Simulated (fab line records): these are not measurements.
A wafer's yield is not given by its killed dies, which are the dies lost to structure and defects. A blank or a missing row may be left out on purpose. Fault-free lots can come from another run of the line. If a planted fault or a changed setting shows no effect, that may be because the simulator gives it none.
fab line records	flow berkeley-cmos170
record: lots: 5	wafers: 15	last-day: 11
route steps=331 shown CONTACT@221 M1@238
lots that met no fault: from a run of the same line without faults
start-h: hours from the record's first day to the start of the lot's first wafer shown	wait-h: hours elapsed since this lot's preceding step	" unchanged from the row above	L1.1+2: several wafers, shown together as one row	- no value present, or no start provided	* or withheld: withheld	< > ~ a bound
route shown NAME@n: a module of which the file shows steps, and the number in the route of the first	usual: mean/standard deviation of fault-free wafers	same: alike in all rows	chamber/n: place in a boat	sites: per-site readings	_std_site: standard deviation across them	_edge_site: inner sites' mean taken away from outer sites' mean	radius-mm: how far each site lies from the wafer's centre	mask NAME#n: copy n	behind: the last tool/chamber to shape the wafer	hold: the reason the lot was held/the length of the hold in hours/how it ended	device: the n, p or np transistor that did not switch	end of line: the tests these same wafers got at the end of their route	a step with no rows: only its recipe	killed: count of dies lost to structure and defects at first sort (not the wafer's yield)	map: shows each die of a wafer: x if killed, . if not, _ if none is there
set.NAME: the setting the step ran with; set.NAME@STEP: the setting that earlier step ran with	model.NAME: the simulator's own value behind a step, which no gauge read
lots at some steps of the route; a table a step, a row a wafer
services: the hour from which a tool's chamber was out of use, counted from the record's first day as start-h (under 0 if before that day), plus the number of hours and why
== steps ==
step: UCB170_CONTACT_SOFTBAKE_05
recipe: resist: KrF	temp-c: 130	time-s: 60
usual: plate-temp-C: 129.99/0.13
lot.wafer	tool	chamber	start-h	wait-h	plate-temp-C
L083.3	litho-track-03	0	185.16	0.1	130.22
L083.4	"	0	"	"	130.19
L083.6	"	0	"	"	130.08
L084.1	litho-track-01	0	187.18	0.1	130.04
L084.2	"	0	"	"	130.14
L084.4	"	0	"	"	129.87
L087.3	litho-track-02	0	206.22	0.1	129.84
L087.4	"	0	"	"	129.98
L087.6	"	0	"	"	130.12
L092.3	litho-track-02	0	237.14	0.1	129.84
L092.4	"	0	"	"	129.93
L092.6	"	0	"	"	129.98
L094.2	litho-track-01	0	242.43	0.1	129.88
L094.4	"	0	"	"	130.05
L094.5	"	0	"	"	129.95
step: UCB170_CONTACT_STRIP_06
recipe: chemistry: O2	power-w: 400	pressure-mtorr: 3500	platen-temp-c: withheld	o2-flow-sccm: 400	overash-fraction: 0.5
usual: drypump-motor-current-A: 5.6/0.46	oes-product-au: 0.734/0.0046	strip-time-to-endpoint-s: 21.97/0.066
same: overash-fraction: 0.5
lot.wafer	tool	chamber	start-h	wait-h	drypump-motor-current-A	oes-product-au	rf-hours-counter-h	strip-time-to-endpoint-s
L083.3	plasma-asher-01	0	185.29	0.1	5.2	0.738	-	21.95
L083.4	"	1	"	"	5.4	0.736	-	22.09
L083.6	"	1	"	"	5.4	0.750	-	21.97
L084.1	plasma-asher-01	1	187.33	0.1	5.4	0.733	7	22.01
L084.2	"	0	"	"	5.2	0.738	7	22.04
L084.4	"	0	"	"	5.2	0.724	-	21.98
L087.3	plasma-asher-02	0	206.36	0.1	5.1	0.724	-	21.98
L087.4	"	1	"	"	6.1	0.736	-	21.93
L087.6	"	1	"	"	6.1	0.738	-	22.01
L092.3	plasma-asher-01	1	237.28	0.1	5.4	0.738	-	22.01
L092.4	"	0	"	"	5.2	0.733	-	21.99
L092.6	"	1	"	"	5.4	0.729	-	22.05
L094.2	plasma-asher-01	1	242.55	0.1	5.4	0.740	13	21.89
L094.4	"	0	"	"	5.2	0.726	-	21.90
L094.5	"	0	"	"	5.2	0.734	-	21.96
step: UCB170_CONTACT_CLEAN_07
recipe: chemistry: SPM	temp-c: 120	time-s: 600
usual: bath-heat-duty-pct: 13.2/1.2
lot.wafer	tool	chamber	start-h	wait-h	bath-heat-duty-pct
L083.3	wet-bench-02	1	185.36	0.0	13.5
L083.4	"	1	"	"	14.4
L083.6	"	1	"	"	14.6
L084.1	wet-bench-04	2	187.61	0.2	12.0
L084.2	"	2	"	"	12.2
L084.4	"	2	"	"	12.8
L087.3	wet-bench-04	1	206.54	0.1	14.2
L087.4	"	1	"	"	14.1
L087.6	"	1	"	"	13.0
L092.3	wet-bench-04	1	237.34	0.0	14.4
L092.4	"	1	"	"	13.9
L092.6	"	1	"	"	13.6
L094.2	wet-bench-04	3	242.65	0.1	10.4
L094.4	"	3	"	"	12.3
L094.5	"	3	"	"	12.0
step: UCB170_CONTACT_RTA_08
recipe: temp-c: 900	time-s: 10	ambient: N2
usual: lamp-power-pct: 23.0/2.6	wafer_temp_C_max: 903.7/0.92
lot.wafer	tool	chamber	start-h	wait-h	lamp-power-pct	wafer_temp_C_max
L083.3	rtp-anneal-02	0	185.57	0.0	25.6	903.9
L083.4	"	0	"	"	25.6	903.6
L083.6	"	0	"	"	25.6	904.4
L084.1	rtp-anneal-02	0	187.78	0.0	25.6	904.9
L084.2	"	0	"	"	25.6	902.8
L084.4	"	0	"	"	25.6	903.6
L087.3	rtp-anneal-02	0	206.74	0.0	25.6	902.8
L087.4	"	0	"	"	25.5	903.1
L087.6	"	0	"	"	25.5	903.1
L092.3	rtp-anneal-01	0	237.54	0.0	20.4	904.9
L092.4	"	0	"	"	20.4	903.5
L092.6	"	0	"	"	20.4	904.6
L094.2	rtp-anneal-02	0	242.84	0.0	25.6	903.9
L094.4	"	0	"	"	25.5	902.9
L094.5	"	0	"	"	25.6	903.3
step: UCB170_CONTACT_COAT_09
recipe: resist: BARC	temp-c: withheld	time-s: withheld	spin-rpm: 3000	resist-thk-nm: withheld
lot.wafer	tool	chamber	start-h	wait-h
L083.3+4+6	litho-track-01	0	185.76	0.2
L084.1+2+4	litho-track-01	0	188.02	0.2
L087.3+4+6	litho-track-03	0	206.83	0.1
L092.3+4+6	litho-track-03	0	237.64	0.1
L094.2+4+5	litho-track-02	0	242.92	0.1
step: UCB170_CONTACT_COAT_10
recipe: resist: KrF	spin-rpm: 1500	resist-thk-nm: 900
lot.wafer	tool	chamber	start-h	wait-h
L083.3+4+6	litho-track-01	0	-	-
L084.1+2+4	litho-track-01	0	-	-
L087.3+4+6	litho-track-03	0	-	-
L092.3+4+6	litho-track-03	0	-	-
L094.2+4+5	litho-track-02	0	-	-
step: UCB170_CONTACT_SOFTBAKE_11
recipe: resist: KrF	temp-c: 130	time-s: 60
usual: plate-temp-C: 130.01/0.12
lot.wafer	tool	chamber	start-h	wait-h	plate-temp-C
L083.3	litho-track-01	0	-	-	129.89
L083.4	"	0	"	"	130.16
L083.6	"	0	"	"	130.04
L084.1	litho-track-01	0	-	-	129.81
L084.2	"	0	"	"	129.97
L084.4	"	0	"	"	129.95
L087.3	litho-track-03	0	-	-	130.19
L087.4	"	0	"	"	130.02
L087.6	"	0	"	"	130.14
L092.3	litho-track-03	0	-	-	129.97
L092.4	"	0	"	"	130.11
L092.6	"	0	"	"	129.93
L094.2	litho-track-02	0	-	-	129.83
L094.4	"	0	"	"	129.84
L094.5	"	0	"	"	130.02
step: UCB170_CONTACT_EXPOSE_12
recipe: mask-id: CONT	target-cd-nm: 700	na: 0.5	sigma-outer: 0.6	source-shape: conventional	dose-mj: 35
lot.wafer	tool	chamber	start-h	wait-h	mask
L083.3+4+6	krf-scanner-01	0	186.44	-	CONT#0
L084.1+2+4	krf-scanner-01	0	188.47	-	CONT#0
L087.3+4+6	krf-scanner-02	0	207.46	-	CONT#0
L092.3+4+6	krf-scanner-01	0	238.07	-	CONT#0
L094.2+4+5	krf-scanner-02	0	243.49	-	CONT#0
step: UCB170_CONTACT_PEB_13
recipe: peb-temp-c: 128.9	peb-time-s: withheld	resist: KrF
usual: plate-temp-C: 128.90/0.15
lot.wafer	tool	chamber	start-h	wait-h	plate-temp-C
L083.3	litho-track-02	0	186.56	0.1	129.22
L083.4	"	0	"	"	129.06
L083.6	"	0	"	"	129.09
L084.1	litho-track-02	0	188.75	0.3	128.86
L084.2	"	0	"	"	128.87
L084.4	"	0	"	"	128.60
L087.3	litho-track-03	0	207.90	0.4	128.78
L087.4	"	0	"	"	128.74
L087.6	"	0	"	"	128.74
L092.3	litho-track-03	0	238.20	0.1	129.29
L092.4	"	0	"	"	129.22
L092.6	"	0	"	"	129.21
L094.2	litho-track-02	0	243.82	0.3	128.96
L094.4	"	0	"	"	128.85
L094.5	"	0	"	"	128.97
step: UCB170_CONTACT_DEVELOP_14
recipe: developer: TMAH	develop-time-s: 45	resist: KrF	dev-temp-c: 21
lot.wafer	tool	chamber	start-h	wait-h
L083.3+4+6	litho-track-02	0	-	-
L084.1+2+4	litho-track-02	0	-	-
L087.3+4+6	litho-track-03	0	-	-
L092.3+4+6	litho-track-03	0	-	-
L094.2+4+5	litho-track-02	0	-	-
step: UCB170_CONTACT_CD_MEAS_15
recipe: target-cd-nm: 700
usual: cd-nm: 700.6/1.5
lot.wafer	tool	chamber	start-h	wait-h	cd-nm
L083.3	cd-sem-02	-	186.83	-	699.3
L083.4	"	-	"	"	699.4
L083.6	"	-	"	"	699.6
L084.1	cd-sem-02	-	189.03	-	701.6
L084.2	"	-	"	"	703.4
L084.4	"	-	"	"	700.7
L087.3	cd-sem-02	-	208.16	-	701.0
L087.4	"	-	"	"	699.8
L087.6	"	-	"	"	701.7
L092.3	cd-sem-02	-	238.47	-	701.1
L092.4	"	-	"	"	701.4
L092.6	"	-	"	"	702.4
L094.2	cd-sem-01	-	244.09	-	701.9
L094.4	"	-	"	"	701.0
L094.5	"	-	"	"	700.3
step: UCB170_CONTACT_OVL_MEAS_16
usual: CONTACT_OVL: -1/5.1
lot.wafer	tool	chamber	start-h	wait-h	CONTACT_OVL[nm]
L083.3	overlay-01	-	186.92	0.1	4
L083.4	"	-	"	"	-2
L083.6	"	-	"	"	-3
L084.1	overlay-01	-	189.15	0.1	-2
L084.2	"	-	"	"	3
L084.4	"	-	"	"	2
L087.3	overlay-02	-	208.25	0.1	-4
L087.4	"	-	"	"	-1
L087.6	"	-	"	"	1
L092.3	overlay-02	-	238.56	0.1	0
L092.4	"	-	"	"	0
L092.6	"	-	"	"	1
L094.2	overlay-02	-	244.20	0.1	-8
L094.4	"	-	"	"	-10
L094.5	"	-	"	"	-3
step: UCB170_CONTACT_ETCH_17
recipe: chemistry: N2/H2	target-depth-a: withheld	overetch-a: withheld	target: BARC	time-s: withheld	source-w: 500	bias-w: 100	pressure-mtorr: 30	n2-flow-sccm: 100	h2-flow-sccm: 200
usual: bias-w: 100.0/0.32	drypump-motor-current-A: 5.6/0.37	oes-product-au: 0.995/0.024	throttle-valve-pct: 13.28/0.17
lot.wafer	tool	chamber	start-h	wait-h	bias-w	drypump-motor-current-A	oes-product-au	throttle-valve-pct
L083.3	rie-diel-02	3	186.95	0.0	99.6	5.5	1.017	13.35
L083.4	"	1	"	"	100.0	5.4	0.976	13.45
L083.6	"	1	"	"	99.7	5.4	0.984	13.48
L084.1	rie-diel-04	1	189.18	0.0	100.3	5.8	1.000	13.54
L084.2	"	0	"	"	99.5	5.9	1.025	13.33
L084.4	"	3	"	"	99.9	5.1	0.997	13.07
L087.3	rie-diel-02	0	208.28	0.0	100.3	5.5	0.999	13.56
L087.4	"	3	"	"	99.8	5.5	1.034	13.35
L087.6	"	3	"	"	100.1	5.5	1.042	13.35
L092.3	rie-diel-03	0	238.58	0.0	99.9	5.5	0.973	13.26
L092.4	"	3	"	"	100.5	5.5	0.972	13.24
L092.6	"	0	"	"	100.0	5.5	0.970	13.25
L094.2	rie-diel-02	0	244.23	0.0	100.0	5.5	0.991	13.55
L094.4	"	1	"	"	99.8	5.4	0.973	13.47
L094.5	"	2	"	"	99.8	6.4	1.022	13.19
step: UCB170_CONTACT_ETCH_18
recipe: chemistry: CHF3/CF4/Ar	target: PSG	stop-on: TiSi2	CHF3_flow_sccm: 45	cf4-flow-sccm: 15	Ar_flow_sccm: 150	pressure-mtorr: 200	rf-w: 700	target-depth-a: 8400	over-etch-frac: 0.2	time-s: 195
usual: drypump-motor-current-A: 5.6/0.37	oes-product-au: 0.886/0.012	throttle-valve-pct: 6.88/0.11
lot.wafer	tool	chamber	start-h	wait-h	drypump-motor-current-A	oes-product-au	rf-hours-counter-h	throttle-valve-pct
L083.3	rie-diel-02	3	-	-	5.5	0.885	121	6.91
L083.4	"	1	"	"	5.4	0.889	134	6.98
L083.6	"	1	"	"	5.4	0.882	-	6.99
L084.1	rie-diel-04	1	-	-	5.8	0.871	136	7.09
L084.2	"	0	"	"	5.9	0.901	93	6.90
L084.4	"	3	"	"	5.1	0.901	138	6.82
L087.3	rie-diel-02	0	-	-	5.5	0.894	134	7.05
L087.4	"	3	"	"	5.6	0.894	122	6.90
L087.6	"	3	"	"	5.5	0.888	-	6.90
L092.3	rie-diel-03	0	-	-	5.5	0.869	43	6.87
L092.4	"	3	"	"	5.5	0.892	-	6.87
L092.6	"	0	"	"	5.5	0.871	-	6.89
L094.2	rie-diel-02	0	-	-	5.5	0.888	135	7.04
L094.4	"	1	"	"	5.4	0.887	137	6.99
L094.5	"	2	"	"	6.4	0.887	-	6.78
step: UCB170_CONTACT_STRIP_19
recipe: chemistry: O2	power-w: 400	pressure-mtorr: 3500	platen-temp-c: withheld	o2-flow-sccm: 400	overash-fraction: 0.5
usual: drypump-motor-current-A: 5.5/0.39	oes-product-au: 0.726/0.0046
same: overash-fraction: 0.5
lot.wafer	tool	chamber	start-h	wait-h	drypump-motor-current-A	oes-product-au	rf-hours-counter-h
L083.3	plasma-asher-02	0	187.15	-	5.1	0.720	-
L083.4	"	1	"	"	6.1	0.723	-
L083.6	"	0	"	"	5.1	0.733	-
L084.1	plasma-asher-01	0	189.35	-	5.3	0.726	7
L084.2	"	1	"	"	5.4	0.720	7
L084.4	"	1	"	"	5.4	0.722	-
L087.3	plasma-asher-01	0	208.48	-	5.3	0.721	-
L087.4	"	1	"	"	5.4	0.724	-
L087.6	"	0	"	"	5.3	0.721	-
L092.3	plasma-asher-02	0	238.78	-	5.1	0.724	-
L092.4	"	1	"	"	6.1	0.733	-
L092.6	"	0	"	"	5.1	0.727	-
L094.2	plasma-asher-01	0	244.39	-	5.2	0.721	13
L094.4	"	1	"	"	5.4	0.730	-
L094.5	"	1	"	"	5.4	0.726	-
step: UCB170_CONTACT_CD_MEAS_90
recipe: target-cd-nm: 700
usual: cd-nm: 700.9/1.6
lot.wafer	tool	chamber	start-h	wait-h	cd-nm
L083.3	cd-sem-02	-	187.25	0.1	700.2
L083.4	"	-	"	"	700.4
L083.6	"	-	"	"	700.8
L084.1	cd-sem-01	-	189.45	0.1	700.6
L084.2	"	-	"	"	702.7
L084.4	"	-	"	"	700.9
L087.3	cd-sem-01	-	208.59	0.1	701.7
L087.4	"	-	"	"	700.2
L087.6	"	-	"	"	702.0
L092.3	cd-sem-01	-	238.89	0.1	701.3
L092.4	"	-	"	"	701.3
L092.6	"	-	"	"	702.0
L094.2	cd-sem-02	-	244.51	0.1	701.5
L094.4	"	-	"	"	702.0
L094.5	"	-	"	"	701.3
step: UCB170_CONTACT_CLEAN_20
recipe: chemistry: SPM	temp-c: 120	time-s: 600
usual: bath-heat-duty-pct: 13.6/1.6
lot.wafer	tool	chamber	start-h	wait-h	bath-heat-duty-pct
L083.3	wet-bench-04	0	187.43	0.2	12.8
L083.4	"	0	"	"	11.4
L083.6	"	0	"	"	11.4
L084.1	wet-bench-03	3	189.57	0.1	16.1
L084.2	"	3	"	"	16.0
L084.4	"	3	"	"	15.3
L087.3	wet-bench-04	0	208.67	0.1	12.4
L087.4	"	0	"	"	13.0
L087.6	"	0	"	"	12.5
L092.3	wet-bench-04	1	239.11	0.2	13.6
L092.4	"	1	"	"	13.8
L092.6	"	1	"	"	13.3
L094.2	wet-bench-04	2	244.61	0.1	12.1
L094.4	"	2	"	"	12.6
L094.5	"	2	"	"	12.7
step: UCB170_M1_SPUTTER_00
recipe: material: Al	target-thk-nm: 600	time-s: 80	power-w: 6000	chamber-pressure-pa: 0.5
usual: throttle-valve-pct: 29.8/0.96
lot.wafer	tool	chamber	start-h	wait-h	throttle-valve-pct
L083.3	pvd-sputter-01	-	187.61	0.0	29.0
L083.4	"	-	"	"	30.0
L083.6	"	-	"	"	29.2
L084.1	pvd-sputter-03	-	189.74	0.0	29.7
L084.2	"	-	"	"	30.0
L084.4	"	-	"	"	31.7
L087.3	pvd-sputter-01	-	208.84	0.0	29.5
L087.4	"	-	"	"	28.3
L087.6	"	-	"	"	29.9
L092.3	pvd-sputter-01	-	239.28	0.0	29.0
L092.4	"	-	"	"	28.7
L092.6	"	-	"	"	28.9
L094.2	pvd-sputter-04	-	244.79	0.0	29.9
L094.4	"	-	"	"	30.8
L094.5	"	-	"	"	30.6
step: UCB170_M1_RS_MEAS_01
recipe: thk-meas-gauge: four-point-probe	reads: Al_of_M1_SPUTTER_00
usual: M1_AL_RS: 0.0482/0.00053
lot.wafer	tool	chamber	start-h	wait-h	M1_AL_RS[ohm/sq]
L083.3	film-metro-04	-	187.71	0.1	0.0488
L083.4	"	-	"	"	0.0480
L083.6	"	-	"	"	0.0484
L084.1	film-metro-03	-	189.81	0.0	0.0478
L084.2	"	-	"	"	0.0477
L084.4	"	-	"	"	0.0475
L087.3	film-metro-04	-	208.94	0.1	0.0480
L087.4	"	-	"	"	0.0488
L087.6	"	-	"	"	0.0479
L092.3	film-metro-01	-	239.38	0.1	0.0494
L092.4	"	-	"	"	0.0488
L092.6	"	-	"	"	0.0492
L094.2	film-metro-01	-	244.87	0.1	0.0491
L094.4	"	-	"	"	0.0482
L094.5	"	-	"	"	0.0484
step: UCB170_M1_THK_MEAS_02
recipe: thk-meas-gauge: xrf	reads: Al_of_M1_SPUTTER_00
usual: M1_AL_THK: 602/6.7
lot.wafer	tool	chamber	start-h	wait-h	M1_AL_THK[nm]
L083.3	film-metro-04	-	187.81	0.1	597
L083.4	"	-	"	"	604
L083.6	"	-	"	"	600
L084.1	film-metro-03	-	189.93	0.1	607
L084.2	"	-	"	"	609
L084.4	"	-	"	"	613
L087.3	film-metro-04	-	209.04	0.1	602
L087.4	"	-	"	"	596
L087.6	"	-	"	"	602
L092.3	film-metro-01	-	239.48	0.1	589
L092.4	"	-	"	"	602
L092.6	"	-	"	"	592
L094.2	film-metro-01	-	244.98	0.1	593
L094.4	"	-	"	"	602
L094.5	"	-	"	"	606
step: UCB170_M1_COAT_03
recipe: resist: BARC	temp-c: withheld	time-s: withheld	spin-rpm: 3000	resist-thk-nm: withheld
lot.wafer	tool	chamber	start-h	wait-h
L083.3+4+6	litho-track-04	0	187.90	0.1
L084.1+2+4	litho-track-03	0	190.37	0.4
L087.3+4+6	litho-track-01	0	209.29	0.2
L092.3+4+6	litho-track-03	0	239.57	0.1
L094.2+4+5	litho-track-03	0	245.13	0.1
step: UCB170_M1_COAT_04
recipe: resist: KrF	spin-rpm: 1500	resist-thk-nm: 900
lot.wafer	tool	chamber	start-h	wait-h
L083.3+4+6	litho-track-04	0	-	-
L084.1+2+4	litho-track-03	0	-	-
L087.3+4+6	litho-track-01	0	-	-
L092.3+4+6	litho-track-03	0	-	-
L094.2+4+5	litho-track-03	0	-	-
step: UCB170_M1_SOFTBAKE_05
recipe: resist: KrF	temp-c: 130	time-s: 60
usual: plate-temp-C: 129.99/0.14
lot.wafer	tool	chamber	start-h	wait-h	plate-temp-C
L083.3	litho-track-04	0	-	-	130.03
L083.4	"	0	"	"	129.91
L083.6	"	0	"	"	129.89
L084.1	litho-track-03	0	-	-	129.78
L084.2	"	0	"	"	129.87
L084.4	"	0	"	"	130.09
L087.3	litho-track-01	0	-	-	129.86
L087.4	"	0	"	"	129.87
L087.6	"	0	"	"	129.73
L092.3	litho-track-03	0	-	-	129.96
L092.4	"	0	"	"	130.02
L092.6	"	0	"	"	130.06
L094.2	litho-track-03	0	-	-	130.07
L094.4	"	0	"	"	129.84
L094.5	"	0	"	"	130.03
step: UCB170_M1_EXPOSE_06
recipe: mask-id: METAL1	target-cd-nm: 700	na: 0.5	sigma-outer: 0.6	source-shape: conventional	dose-mj: 21
lot.wafer	tool	chamber	start-h	wait-h	mask
L083.3+4+6	krf-scanner-02	0	188.46	-	METAL1#0
L084.1+2+4	krf-scanner-01	0	190.98	-	METAL1#0
L087.3+4+6	krf-scanner-02	0	209.86	-	METAL1#0
L092.3+4+6	krf-scanner-02	0	240.14	-	METAL1#0
L094.2+4+5	krf-scanner-02	0	245.57	-	METAL1#0
step: UCB170_M1_PEB_07
recipe: peb-temp-c: 130	peb-time-s: withheld	resist: KrF
usual: plate-temp-C: 130.03/0.13
lot.wafer	tool	chamber	start-h	wait-h	plate-temp-C
L083.3	litho-track-03	0	188.89	0.4	129.95
L083.4	"	0	"	"	129.97
L083.6	"	0	"	"	130.08
L084.1	litho-track-01	0	191.14	0.1	130.09
L084.2	"	0	"	"	130.04
L084.4	"	0	"	"	130.14
L087.3	litho-track-04	0	210.39	0.5	130.09
L087.4	"	0	"	"	130.00
L087.6	"	0	"	"	130.04
L092.3	litho-track-01	0	240.27	0.1	129.87
L092.4	"	0	"	"	129.66
L092.6	"	0	"	"	129.96
L094.2	litho-track-04	0	245.90	0.3	129.99
L094.4	"	0	"	"	130.02
L094.5	"	0	"	"	130.26
step: UCB170_M1_DEVELOP_08
recipe: developer: TMAH	develop-time-s: 45	resist: KrF	dev-temp-c: 21
lot.wafer	tool	chamber	start-h	wait-h
L083.3+4+6	litho-track-03	0	-	-
L084.1+2+4	litho-track-01	0	-	-
L087.3+4+6	litho-track-04	0	-	-
L092.3+4+6	litho-track-01	0	-	-
L094.2+4+5	litho-track-04	0	-	-
step: UCB170_M1_CD_MEAS_09
recipe: target-cd-nm: 700
usual: cd-nm: 699.9/1.3
lot.wafer	tool	chamber	start-h	wait-h	cd-nm
L083.3	cd-sem-01	-	189.18	-	701.5
L083.4	"	-	"	"	702.9
L083.6	"	-	"	"	702.0
L084.1	cd-sem-02	-	191.41	-	696.8
L084.2	"	-	"	"	699.2
L084.4	"	-	"	"	699.4
L087.3	cd-sem-01	-	210.65	-	699.0
L087.4	"	-	"	"	698.7
L087.6	"	-	"	"	700.0
L092.3	cd-sem-01	-	240.53	-	699.7
L092.4	"	-	"	"	699.7
L092.6	"	-	"	"	698.9
L094.2	cd-sem-01	-	246.17	-	697.5
L094.4	"	-	"	"	697.7
L094.5	"	-	"	"	699.3
step: UCB170_M1_OVL_MEAS_10
usual: M1_OVL: 0/6
lot.wafer	tool	chamber	start-h	wait-h	M1_OVL[nm]
L083.3	overlay-02	-	189.28	0.1	-2
L083.4	"	-	"	"	-5
L083.6	"	-	"	"	-9
L084.1	overlay-01	-	191.53	0.1	3
L084.2	"	-	"	"	3
L084.4	"	-	"	"	6
L087.3	overlay-01	-	210.74	0.1	-1
L087.4	"	-	"	"	-2
L087.6	"	-	"	"	-2
L092.3	overlay-02	-	240.62	0.1	-5
L092.4	"	-	"	"	-4
L092.6	"	-	"	"	-7
L094.2	overlay-01	-	246.28	0.1	1
L094.4	"	-	"	"	-5
L094.5	"	-	"	"	-3
step: UCB170_M1_ETCH_11
recipe: chemistry: N2/H2	target-depth-a: withheld	overetch-a: withheld	target: BARC	time-s: withheld	source-w: 500	bias-w: 100	pressure-mtorr: 30	n2-flow-sccm: 100	h2-flow-sccm: 200
usual: bias-w: 100.0/0.33	drypump-motor-current-A: 5.7/0.39	oes-product-au: 1.009/0.019	throttle-valve-pct: 13.33/0.15
lot.wafer	tool	chamber	start-h	wait-h	bias-w	drypump-motor-current-A	oes-product-au	throttle-valve-pct
L083.3	rie-diel-01	0	189.30	0.0	100.5	5.3	1.027	13.32
L083.4	"	3	"	"	100.4	5.5	0.978	13.08
L083.6	"	0	"	"	99.8	5.3	1.031	13.32
L084.1	rie-diel-02	0	191.57	0.0	100.0	5.6	0.998	13.55
L084.2	"	2	"	"	100.1	6.4	1.032	13.20
L084.4	"	3	"	"	100.3	5.5	1.015	13.37
L087.3	rie-diel-02	1	210.77	0.0	99.8	5.4	0.991	13.47
L087.4	"	0	"	"	100.2	5.5	0.991	13.56
L087.6	"	3	"	"	100.3	5.5	1.025	13.36
L092.3	rie-diel-02	1	240.65	0.0	99.9	5.4	0.984	13.48
L092.4	"	2	"	"	100.2	6.4	1.028	13.18
L092.6	"	3	"	"	99.8	5.5	1.031	13.34
L094.2	rie-diel-01	1	246.31	0.0	99.2	5.5	0.984	13.18
L094.4	"	0	"	"	99.8	5.3	1.032	13.32
L094.5	"	1	"	"	99.2	5.5	0.990	13.18
step: UCB170_M1_METAL_ETCH_12
recipe: chemistry: Cl2/BCl3	target: Al	stop-on: PSG	pressure-mtorr: 12	target-depth-a: 7800	over-etch-frac: 0.3	time-s: 130	icp-w: 600	bias-w: 120	Cl2_flow_sccm: 90	bcl3-flow-sccm: 45
usual: bias-w: 120.0/0.34	drypump-motor-current-A: 5.5/0.44	oes-product-au: 0.858/0.018	throttle-valve-pct: 24.42/0.26
lot.wafer	tool	chamber	start-h	wait-h	bias-w	drypump-motor-current-A	oes-product-au	rf-hours-counter-h	throttle-valve-pct
L083.3	rie-metal-04	0	189.39	-	120.1	5.3	0.836	-	24.47
L083.4	"	1	"	"	120.8	5.7	0.845	-	24.22
L083.6	"	1	"	"	120.7	5.7	0.831	-	24.23
L084.1	rie-metal-01	0	191.61	-	120.1	6.2	0.860	9	24.43
L084.2	"	1	"	"	120.0	4.9	0.884	6	24.91
L084.4	"	1	"	"	119.5	4.9	0.896	-	24.92
L087.3	rie-metal-03	0	210.85	-	120.1	5.2	0.872	-	24.22
L087.4	"	1	"	"	119.6	5.8	0.854	-	24.18
L087.6	"	0	"	"	120.3	5.2	0.878	-	24.21
L092.3	rie-metal-03	0	240.73	-	120.5	5.3	0.872	-	24.22
L092.4	"	1	"	"	119.9	5.8	0.853	-	24.18
L092.6	"	1	"	"	119.6	5.8	0.850	-	24.17
L094.2	rie-metal-04	0	246.35	-	119.6	5.3	0.838	11	24.47
L094.4	"	0	"	"	119.4	5.3	0.839	-	24.47
L094.5	"	1	"	"	119.9	5.8	0.837	-	24.23
step: UCB170_M1_STRIP_13
recipe: chemistry: O2	power-w: 400	pressure-mtorr: 3500	platen-temp-c: withheld	o2-flow-sccm: 400	overash-fraction: 0.5
usual: drypump-motor-current-A: 5.6/0.52	oes-product-au: 0.720/0.0048
same: overash-fraction: 0.5
lot.wafer	tool	chamber	start-h	wait-h	drypump-motor-current-A	oes-product-au	rf-hours-counter-h
L083.3	plasma-asher-03	0	189.51	0.1	5.7	0.724	-
L083.4	"	1	"	"	4.9	0.720	-
L083.6	"	0	"	"	5.6	0.712	-
L084.1	plasma-asher-02	0	191.75	0.1	5.1	0.717	52
L084.2	"	1	"	"	6.1	0.717	52
L084.4	"	1	"	"	6.1	0.719	-
L087.3	plasma-asher-02	0	210.98	0.1	5.1	0.718	-
L087.4	"	1	"	"	6.1	0.721	-
L087.6	"	1	"	"	6.1	0.722	-
L092.3	plasma-asher-04	0	240.86	0.1	5.3	0.719	-
L092.4	"	1	"	"	6.3	0.720	-
L092.6	"	1	"	"	6.3	0.726	-
L094.2	plasma-asher-04	1	246.49	0.1	6.4	0.716	49
L094.4	"	0	"	"	5.3	0.717	-
L094.5	"	1	"	"	6.4	0.720	-
step: UCB170_M1_CD_MEAS_90
recipe: target-cd-nm: 700
usual: cd-nm: 699/3.1
lot.wafer	tool	chamber	start-h	wait-h	cd-nm
L083.3	cd-sem-02	-	189.61	0.1	701
L083.4	"	-	"	"	701
L083.6	"	-	"	"	699
L084.1	cd-sem-01	-	191.85	0.1	693
L084.2	"	-	"	"	701
L084.4	"	-	"	"	702
L087.3	cd-sem-01	-	211.08	0.1	697
L087.4	"	-	"	"	702
L087.6	"	-	"	"	704
L092.3	cd-sem-02	-	240.96	0.1	700
L092.4	"	-	"	"	699
L092.6	"	-	"	"	701
L094.2	cd-sem-02	-	246.61	0.1	698
L094.4	"	-	"	"	698
L094.5	"	-	"	"	695
step: UCB170_M1_ANNEAL_14
recipe: temp-c: 400	time-s: 1200	ambient: forming-gas
lot.wafer	tool	chamber	start-h	wait-h
L083.3+4+6	-	-	192.24	2.6
L084.1+2+4	-	-	192.24	0.4
L087.3+4+6	-	-	214.44	3.3
L092.3+4+6	-	-	242.04	1.1
L094.2+4+5	-	-	249.28	2.7
== services ==
tool	chamber	start-h	hours	kind
rie-diel-01	-	162.92	2.8	pm
plasma-asher-01	-	163.66	9.1	repair
pvd-sputter-01	-	165.11	8.4	repair
krf-scanner-01	-	167.65	1.3	pm
rie-diel-04	3	169.45	1.2	repair
rie-diel-02	-	169.49	10.3	repair
rie-metal-03	-	179.88	1.1	repair
rie-diel-01	1	189.59	2.8	repair
plasma-asher-03	-	199.62	1.3	repair
rie-diel-01	0	201.81	10.4	repair
rie-diel-04	-	202.55	14.6	pm
plasma-asher-01	-	205.54	1.5	repair
rie-metal-01	-	210.60	0.9	repair
rie-diel-03	2	210.61	5.7	repair
krf-scanner-02	-	218.79	0.8	pm
rie-diel-03	3	221.04	6.2	repair
krf-scanner-02	-	222.50	3.2	repair
krf-scanner-02	-	225.65	1.0	pm
plasma-asher-03	-	227.13	12.4	repair
krf-scanner-01	-	228.07	1.0	pm
rie-metal-01	-	231.58	1.4	pm
plasma-asher-03	-	232.44	3.0	repair
plasma-asher-01	-	237.56	0.7	repair
furnace-04	-	248.56	3.3	pm
== key ==
fault none
